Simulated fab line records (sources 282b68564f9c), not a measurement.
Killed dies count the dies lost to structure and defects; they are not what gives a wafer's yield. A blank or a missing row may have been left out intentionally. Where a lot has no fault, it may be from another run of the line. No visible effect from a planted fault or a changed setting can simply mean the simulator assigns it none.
fab line records | flow ritCmos
[record] lots = 14 wafers = 42 lastDay = 8
route steps=202 shown PRETRO@66 M1@202
lots with no fault: from the same line, run without faults
startH: hours from the record's first day to the start of the lot's first wafer shown | waitH: hours elapsed since this lot's preceding step | " as in the row above | L1.1+2: one row covering several wafers at once | - no value, or no start was given | * or withheld: withheld | < > ~ a bound
route shown NAME@n: names a module that has steps shown in the file, with the first one's number in the route | usual: the fault-free wafers' mean and standard deviation | same: alike in all rows | chamber/n: place in a boat | sites: each site's reading | _std_site: standard deviation of those values | _edge_site: mean of outer sites minus mean of inner sites | radiusMm: for every site, how far away it sits from the centre of the wafer | mask NAME#n: copy n | behind: tool/chamber where the wafer was last shaped | hold: what put the lot on hold/how long, in hours/how the hold closed | device: the transistor (n, p or np) that didn't switch | end of line: the tests these same wafers got at the end of their route | for a step that has no rows: nothing shown but its recipe | killed: count of dies lost to structure and defects at first sort (not the wafer's yield) | map: the dies of a wafer, with x for killed, . for not killed, _ for no die there
set.NAME: the setting that was run; set.NAME@STEP: the one run at that earlier step | model.NAME: the simulator's own value behind a step, which no gauge read
one table for each step of the route and one row for each wafer, over a sample of lots
[[steps]]
[step RIT_PRETRO_SOFTBAKE_02]
[recipe] resist = NOVOLAK tempC = 90 timeS = 60
[usual] heaterPowerTotalW = 34.57/0.051 plateTempC = 89.99/0.12 resistLineTempC = 23.03/0.11
// columns lot.wafer tool chamber startH waitH heaterPowerTotalW plateTempC resistLineTempC
L296.4 lithoTrack-01 0 34.47 0.1 34.52 90.03 23.12
L296.5 " 0 " " 34.56 90.12 23.19
L296.6 " 0 " " 34.40 90.17 23.19
L297.2 lithoTrack-03 0 37.32 0.1 34.51 89.84 22.94
L297.4 " 0 " " 34.64 90.00 23.17
L297.6 " 0 " " 34.59 89.94 22.95
L298.3 lithoTrack-03 0 40.82 0.1 34.58 89.94 22.97
L298.5 " 0 " " 34.63 90.08 22.86
L298.6 " 0 " " 34.60 90.09 22.91
L299.2 lithoTrack-01 0 46.22 0.1 34.64 89.89 23.05
L299.3 " 0 " " 34.58 90.12 23.12
L299.6 " 0 " " 34.59 89.91 23.01
L301.3 lithoTrack-01 0 55.07 0.1 34.57 89.63 22.88
L301.5 " 0 " " 34.51 89.96 22.92
L301.6 " 0 " " 34.46 90.02 22.95
L309.4 lithoTrack-03 0 96.46 0.1 36.03 92.54 23.06
L309.5 " 0 " " 36.03 92.77 23.14
L309.6 " 0 " " 36.12 92.94 22.90
L310.3 lithoTrack-03 0 100.63 0.1 36.26 92.92 23.08
L310.5 " 0 " " 36.04 92.80 23.01
L310.6 " 0 " " 36.06 92.71 23.06
L311.1 lithoTrack-01 0 106.99 0.1 34.62 89.96 22.94
L311.2 " 0 " " 34.53 90.06 22.99
L311.5 " 0 " " 34.58 89.94 22.98
L312.3 lithoTrack-04 0 112.17 0.1 34.56 90.05 22.93
L312.4 " 0 " " 34.51 90.04 22.98
L312.5 " 0 " " 34.63 89.99 22.92
L313.3 lithoTrack-04 0 118.38 0.1 34.53 89.99 22.89
L313.4 " 0 " " 34.50 89.90 22.95
L313.6 " 0 " " 34.59 89.85 23.10
L314.3 lithoTrack-04 0 122.18 0.1 34.51 89.91 22.97
L314.4 " 0 " " 34.56 90.10 23.04
L314.6 " 0 " " 34.49 90.10 23.04
L315.2 lithoTrack-01 0 127.08 0.1 34.59 89.71 23.17
L315.3 " 0 " " 34.54 90.03 23.08
L315.4 " 0 " " 34.54 89.87 22.97
L317.1 lithoTrack-04 0 146.42 0.1 34.52 89.81 22.87
L317.3 " 0 " " 34.52 89.76 22.82
L317.6 " 0 " " 34.55 89.82 22.71
L319.2 lithoTrack-01 0 164.40 0.1 34.59 90.07 22.95
L319.3 " 0 " " 34.62 89.99 23.00
L319.4 " 0 " " 34.53 89.81 22.98
[step RIT_M1_PROBE_99]
[usual] killedAtFrontEnd = 7/3.3 killedDies = 7/3.2 killedOpen = 3.6/2.2 killedShort = 3.5/2
[same] grossDies = 264 killed_at_M0_to_M3 = 0 killed_at_M4_up = 0 killedAtBackSide = 0 killedAtContacts = 0 killedAtOther = 0
// columns lot.wafer tool chamber startH waitH killedAtFrontEnd killedDies killedOpen killedShort
L296.4 prober-02 - 61.60 0.2 8 8 6 2
L296.5 prober-02 - 61.65 0.2 8 8 4 4
L296.6 prober-02 - 61.70 0.2 8 8 5 3
L297.2 prober-01 - 63.68 0.1 4 4 2 2
L297.4 prober-01 - 63.78 0.2 4 4 2 2
L297.6 prober-01 - 63.88 0.2 1 1 0 1
L298.3 prober-02 - 69.03 0.2 9 9 4 5
L298.5 prober-02 - 69.13 0.2 14 14 6 8
L298.6 prober-02 - 69.18 0.2 5 5 3 2
L299.2 prober-01 - 74.08 0.1 4 4 1 3
L299.3 prober-01 - 74.13 0.2 5 5 3 2
L299.6 prober-01 - 74.28 0.2 7 7 3 4
L301.3 prober-01 - 81.74 0.2 6 6 3 3
L301.5 prober-01 - 81.84 0.2 7 7 5 2
L301.6 prober-01 - 81.89 0.2 9 9 4 5
L309.4 prober-01 - 123.50 0.2 8 8 4 4
L309.5 prober-01 - 123.55 0.2 2 2 0 2
L309.6 prober-01 - 123.60 0.2 14 14 7 7
L310.3 prober-02 - 128.15 0.2 15 15 11 4
L310.5 prober-02 - 128.25 0.2 8 8 3 5
L310.6 prober-02 - 128.30 0.2 6 6 4 2
L311.1 prober-01 - 134.00 0.1 12 12 9 3
L311.2 prober-01 - 134.05 0.1 7 7 5 2
L311.5 prober-01 - 134.20 0.2 7 7 4 3
L312.3 prober-02 - 140.94 0.2 6 6 3 3
L312.4 prober-02 - 140.99 0.2 7 7 2 5
L312.5 prober-02 - 141.04 0.2 4 4 2 2
L313.3 prober-01 - 154.86 0.2 9 9 4 5
L313.4 prober-01 - 154.91 0.2 9 9 6 3
L313.6 prober-01 - 155.01 0.2 11 11 6 5
L314.3 prober-02 - 156.36 0.2 2 2 0 2
L314.4 prober-02 - 156.41 0.2 5 5 3 2
L314.6 prober-02 - 156.51 0.2 7 7 4 3
L315.2 prober-01 - 168.10 0.1 8 8 5 3
L315.3 prober-01 - 168.15 0.2 4 4 2 2
L315.4 prober-01 - 168.20 0.2 12 12 10 2
L317.1 prober-01 - 189.33 0.1 3 3 1 2
L317.3 prober-01 - 189.43 0.2 8 8 6 2
L317.6 prober-01 - 189.58 0.2 9 9 3 6
L319.2 prober-01 - 200.67 0.1 6 6 3 3
L319.3 prober-01 - 200.72 0.2 7 7 5 2
L319.4 prober-01 - 200.77 0.2 7 7 3 4
// killed by level:class
L296.4 FOX2:geometricParticle:open=3 SPACER:geometricParticle:open=2 FOX1:geometricParticle:short=1 FOX1:geometricParticle:open=1 FOX2:geometricParticle:short=1
L296.5 REOX:geometricParticle:short=2 REOX:geometricParticle:open=2 FOX2:geometricParticle:short=1 GATE:geometricParticle:short=1 SPACER:geometricParticle:open=1 SILICIDE:geometricParticle:open=1
L296.6 FOX2:geometricParticle:short=2 GATE:geometricParticle:open=2 FOX2:geometricParticle:open=1 GATE:geometricParticle:short=1 REOX:geometricParticle:open=1 SPACER:geometricParticle:open=1
L297.2 REOX:geometricParticle:open=2 GATE:geometricParticle:short=1 REOX:geometricParticle:short=1
L297.4 FOX1:geometricParticle:short=1 FOX2:geometricParticle:open=1 GATE:geometricParticle:open=1 SPACER:geometricParticle:short=1
L297.6 SILICIDE:geometricParticle:short=1
L298.3 GATE:geometricParticle:short=4 GATE:geometricParticle:open=2 FOX1:geometricParticle:open=1 FOX2:geometricParticle:short=1 SPACER:geometricParticle:open=1
L298.5 GATE:geometricParticle:open=4 SPACER:geometricParticle:short=3 REOX:geometricParticle:short=2 SILICIDE:geometricParticle:open=2 FOX1:geometricParticle:short=1 GATE:geometricParticle:short=1 SILICIDE:geometricParticle:short=1
L298.6 REOX:geometricParticle:open=2 REOX:geometricParticle:short=2 SILICIDE:geometricParticle:open=1
L299.2 REOX:geometricParticle:short=2 GATE:geometricParticle:short=1 GATE:geometricParticle:open=1
L299.3 SILICIDE:geometricParticle:open=2 FOX1:geometricParticle:open=1 GATE:geometricParticle:short=1 SILICIDE:geometricParticle:short=1
L299.6 GATE:geometricParticle:short=2 FOX1:geometricParticle:short=1 GATE:geometricParticle:open=1 REOX:geometricParticle:short=1 REOX:geometricParticle:open=1 SILICIDE:geometricParticle:open=1
L301.3 FOX1:geometricParticle:open=2 FOX1:geometricParticle:short=2 GATE:geometricParticle:open=1 REOX:geometricParticle:short=1
L301.5 GATE:geometricParticle:open=5 FOX1:geometricParticle:short=1 SILICIDE:geometricParticle:short=1
L301.6 FOX1:geometricParticle:open=2 GATE:geometricParticle:short=2 GATE:geometricParticle:open=2 FOX1:geometricParticle:short=1 REOX:geometricParticle:short=1 SPACER:geometricParticle:short=1
L309.4 FOX1:geometricParticle:open=2 GATE:geometricParticle:short=2 FOX1:geometricParticle:short=1 FOX2:geometricParticle:short=1 REOX:geometricParticle:open=1 SPACER:geometricParticle:open=1
L309.5 FOX1:geometricParticle:short=1 SILICIDE:geometricParticle:short=1
L309.6 GATE:geometricParticle:open=5 GATE:geometricParticle:short=4 REOX:geometricParticle:short=2 FOX1:geometricParticle:short=1 REOX:geometricParticle:open=1 SPACER:geometricParticle:open=1
L310.3 GATE:geometricParticle:open=8 GATE:geometricParticle:short=2 ACTIVE:geometricParticle:open=1 FOX1:geometricParticle:open=1 FOX2:geometricParticle:short=1 REOX:geometricParticle:short=1 SPACER:geometricParticle:open=1
L310.5 GATE:geometricParticle:short=4 GATE:geometricParticle:open=2 SPACER:geometricParticle:open=1 SPACER:geometricParticle:short=1
L310.6 GATE:geometricParticle:short=2 FOX1:geometricParticle:open=1 FOX2:geometricParticle:open=1 GATE:geometricParticle:open=1 REOX:geometricParticle:open=1
L311.1 SPACER:geometricParticle:open=5 GATE:geometricParticle:short=3 GATE:geometricParticle:open=2 REOX:geometricParticle:open=1 SILICIDE:geometricParticle:open=1
L311.2 FOX2:geometricParticle:open=1 GATE:geometricParticle:open=1 REOX:geometricParticle:open=1 SPACER:geometricParticle:open=1 SPACER:geometricParticle:short=1 SILICIDE:geometricParticle:short=1 SILICIDE:geometricParticle:open=1
L311.5 GATE:geometricParticle:open=3 SPACER:geometricParticle:short=2 REOX:geometricParticle:short=1 SPACER:geometricParticle:open=1
L312.3 FOX1:geometricParticle:short=1 FOX1:geometricParticle:open=1 FOX2:geometricParticle:open=1 GATE:geometricParticle:open=1 GATE:geometricParticle:short=1 REOX:geometricParticle:short=1
L312.4 SPACER:geometricParticle:short=3 FOX1:geometricParticle:short=1 GATE:geometricParticle:open=1 REOX:geometricParticle:short=1 SILICIDE:geometricParticle:open=1
L312.5 FOX1:geometricParticle:open=1 GATE:geometricParticle:open=1 REOX:geometricParticle:short=1 SILICIDE:geometricParticle:short=1
L313.3 GATE:geometricParticle:short=2 SILICIDE:geometricParticle:short=2 SILICIDE:geometricParticle:open=2 FOX1:geometricParticle:short=1 GATE:geometricParticle:open=1 SPACER:geometricParticle:open=1
L313.4 GATE:geometricParticle:open=6 GATE:geometricParticle:short=3
L313.6 GATE:geometricParticle:open=4 SPACER:geometricParticle:short=3 SPACER:geometricParticle:open=2 FOX2:geometricParticle:short=1 REOX:geometricParticle:short=1
L314.3 GATE:geometricParticle:short=1 REOX:geometricParticle:short=1
L314.4 FOX1:geometricParticle:short=2 ACTIVE:geometricParticle:open=1 GATE:geometricParticle:open=1 SILICIDE:geometricParticle:open=1
L314.6 FOX1:geometricParticle:open=2 GATE:geometricParticle:short=2 ACTIVE:geometricParticle:open=1 FOX2:geometricParticle:short=1 GATE:geometricParticle:open=1
L315.2 GATE:geometricParticle:open=2 SPACER:geometricParticle:open=2 FOX1:geometricParticle:short=1 FOX2:geometricParticle:short=1 GATE:geometricParticle:short=1 REOX:geometricParticle:open=1
L315.3 ACTIVE:geometricParticle:short=1 FOX1:geometricParticle:short=1 SPACER:geometricParticle:open=1 SILICIDE:geometricParticle:open=1
L315.4 GATE:geometricParticle:open=4 REOX:geometricParticle:open=4 GATE:geometricParticle:short=1 SPACER:geometricParticle:open=1 SILICIDE:geometricParticle:open=1 SILICIDE:geometricParticle:short=1
L317.1 REOX:geometricParticle:short=2 GATE:geometricParticle:open=1
L317.3 FOX1:geometricParticle:open=2 SILICIDE:geometricParticle:open=2 FOX1:geometricParticle:short=1 GATE:geometricParticle:open=1 REOX:geometricParticle:open=1 REOX:geometricParticle:short=1
L317.6 GATE:geometricParticle:short=3 GATE:geometricParticle:open=3 FOX1:geometricParticle:short=1 REOX:geometricParticle:short=1 SILICIDE:geometricParticle:short=1
L319.2 FOX2:geometricParticle:open=1 GATE:geometricParticle:open=1 GATE:geometricParticle:short=1 REOX:geometricParticle:short=1 REOX:geometricParticle:open=1 SPACER:geometricParticle:short=1
L319.3 GATE:geometricParticle:open=3 SILICIDE:geometricParticle:open=2 FOX2:geometricParticle:short=1 GATE:geometricParticle:short=1
L319.4 FOX1:geometricParticle:open=1 FOX1:geometricParticle:short=1 FOX2:geometricParticle:short=1 FOX2:geometricParticle:open=1 GATE:geometricParticle:short=1 GATE:geometricParticle:open=1 REOX:geometricParticle:short=1
[[key]]
[firstSign] step = RIT_PRETRO_SOFTBAKE_02 reading = heaterPowerTotalW direction = up sigmas = 30 usual = 34.57 struck = 36.09
[effect] step = RIT_PRETRO_SOFTBAKE_02 reading = plateTempC direction = up sigmas = 24 usual = * struck = *
metAt RIT_PRETRO_SOFTBAKE_02
struckLots L309,L310
testerLeftOut L309,L310
onsetBetween 40.82 96.46
[fault] kind = processParameterDrift tool = lithoTrack-03 chamber = - onsetH = 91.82 steps = RIT_PRETRO_SOFTBAKE_02 channel = tempC offset = * shape = step endH = 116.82 actsIn = * stated = *
// testerLeftOut: of these lots the tester's yield and bins aren't shown, on N5 and GAA mostly nor the transistor test; their killed dies are dies lost to structure and defects alone, not to doping, threshold or leakage, so they don't give the yield
